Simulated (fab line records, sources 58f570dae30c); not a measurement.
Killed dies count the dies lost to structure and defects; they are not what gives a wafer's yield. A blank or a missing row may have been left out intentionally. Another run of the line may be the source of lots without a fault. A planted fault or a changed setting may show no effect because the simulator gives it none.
Which tool was responsible? | flow berkeleyCmos170 | 14 lots with 42 wafers sampled at 2 steps, on a route of 331 steps

== WHAT THE GAUGES READ, wafer by wafer ==
UCB170_PVT_TW_MEAS_09. Usual: for PVT_TW the level is 509.6 and the standard deviation is 2.2.
lot  | measured     | on           | PVT_TW            | flag
L987 | day 7 00:07  | filmMetro-01 | 508.8 510.7 510.3 | 
L988 | day 7 00:23  | filmMetro-01 | 511.9 509.9 508.1 | 
L992 | day 7 16:31  | filmMetro-02 | 510.3 508.0 510.2 | 
L991 | day 7 16:34  | filmMetro-01 | 512.2 510.0 508.5 | 
L993 | day 8 03:43  | filmMetro-02 | 504.3 502.1 505.9 | 
L995 | day 8 14:48  | filmMetro-01 | 508.0 506.7 509.4 | 
L996 | day 9 00:34  | filmMetro-04 | 512.3 512.6 515.2 | 
L102 | day 9 11:08  | filmMetro-02 | 513.0 516.1 512.4 | 
L101 | day 9 11:43  | filmMetro-04 | 440.9 439.0 442.2 | OFF
L100 | day 9 12:25  | filmMetro-02 | 511.4 507.9 510.1 | 
L999 | day 9 12:35  | filmMetro-02 | 445.0 441.6 440.4 | OFF
L107 | day 11 04:32 | filmMetro-02 | 507.0 510.2 507.8 | 
L108 | day 11 11:37 | filmMetro-04 | 509.5 506.9 507.7 | 
L109 | day 11 11:55 | filmMetro-01 | 512.1 509.3 508.9 | 

== WHAT TOOL EACH LOT RAN ON (gives the tool, then ch and the chambers of the sampled wafers, and finally the start) ==
lot  | UCB170_PVT_IMPLANT_07
L987 | implanter-02 ch 0, day 6 23:54
L988 | implanter-02 ch 0, day 7 00:08
L992 | implanter-04 ch 0, day 7 16:16
L991 | implanter-03 ch 0, day 7 16:19
L993 | implanter-03 ch 0, day 8 03:29
L995 | implanter-03 ch 0, day 8 14:31
L996 | implanter-03 ch 0, day 9 00:20
L102 | implanter-02 ch 0, day 9 10:53
L101 | implanter-03 ch 0, day 9 11:30
L100 | implanter-04 ch 0, day 9 12:11
L999 | implanter-03 ch 0, day 9 12:19
L107 | implanter-04 ch 0, day 11 04:17
L108 | implanter-02 ch 0, day 11 11:22
L109 | implanter-04 ch 0, day 11 11:43
- UCB170_PVT_IMPLANT_07

== WHAT THE TOOLS THEMSELVES READ (means of the sampled wafers that have a number; where no wafer has one, the mark that the record gives instead) ==
UCB170_PVT_IMPLANT_07. Usual: beamOnS 9.99 s, standard deviation 0.19; doseIonsCm2 1.9996e+12, standard deviation 2.4e+09; faradayCurrentUA 6.35, standard deviation 0.12.
lot  | tool         | beamOnS (s) | doseIonsCm2 | faradayCurrentUA | flag
L987 | implanter-02 | 9.90        | 1.9969e+12  | 6.40             | 
L988 | implanter-02 | 9.84        | 2.0001e+12  | 6.45             | 
L992 | implanter-04 | 9.90        | 2.0009e+12  | 6.40             | 
L991 | implanter-03 | 10.16       | 2.0003e+12  | 6.25             | 
L993 | implanter-03 | 9.97        | 1.9974e+12  | 6.36             | 
L995 | implanter-03 | 9.84        | 1.9997e+12  | 6.44             | 
L996 | implanter-03 | 10.10       | 2.0012e+12  | 6.27             | 
L102 | implanter-02 | 10.00       | 2.0031e+12  | 6.36             | 
L101 | implanter-03 | 9.88        | 1.2409e+12  | 3.99             | OFF
L100 | implanter-04 | 10.11       | 1.9940e+12  | 6.28             | 
L999 | implanter-03 | 9.95        | 1.2396e+12  | 3.96             | OFF
L107 | implanter-04 | 10.16       | 2.0000e+12  | 6.25             | 
L108 | implanter-02 | 10.12       | 2.0007e+12  | 6.26             | 
L109 | implanter-04 | 9.84        | 1.9960e+12  | 6.46             | 

== THE ANSWER, worked out from the rows above alone ==
Rule: lot off if the mean of its wafers having a number is beyond 3 standard deviations from the usual mean. A lot without any number at a reading at which 4 lots or more have one is off too. All remaining lots with rows at the step are treated as sound. First the gauges in route order, then the tools' own readings, where a lot's mean is used as printed above. The first step at which some lot is off is used, and at that step the reading that is off furthest; a lot without a number counts as furthest.
Off: at UCB170_PVT_TW_MEAS_09 (PVT_TW), L101, L999.
If a tool, at a process step before that reading, ran all the lots that are off and no sound lot after the first of them, it fits. The gauges at UCB170_PVT_TW_MEAS_09 aren't tried: what is off there is off at UCB170_PVT_IMPLANT_07 too, on other tools, and a gauge's error can't cause that. One fits: UCB170_PVT_IMPLANT_07 on implanter-03. Its last sound lot is L996 (day 9 00:20), its first lot that is off L101 (day 9 11:30): a fault that began between those two fits.
The tool's own readings at UCB170_PVT_IMPLANT_07 bear it out: on the lots that are off they differ by more than 5 times the standard deviation of the sound lots' means. doseIonsCm2 reads 1.2402e+12 there against 1.9992e+12 on the sound lots; faradayCurrentUA reads 3.98 there against 6.35 on the sound lots.

== WHAT HAD BEEN PUT IN BY THE SIMULATOR ==
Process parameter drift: implanter-03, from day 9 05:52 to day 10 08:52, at UCB170_PVT_IMPLANT_07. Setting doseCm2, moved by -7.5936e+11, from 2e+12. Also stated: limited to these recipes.
Shown lots that were struck: L101, L999. The rule given above showed the same thing.
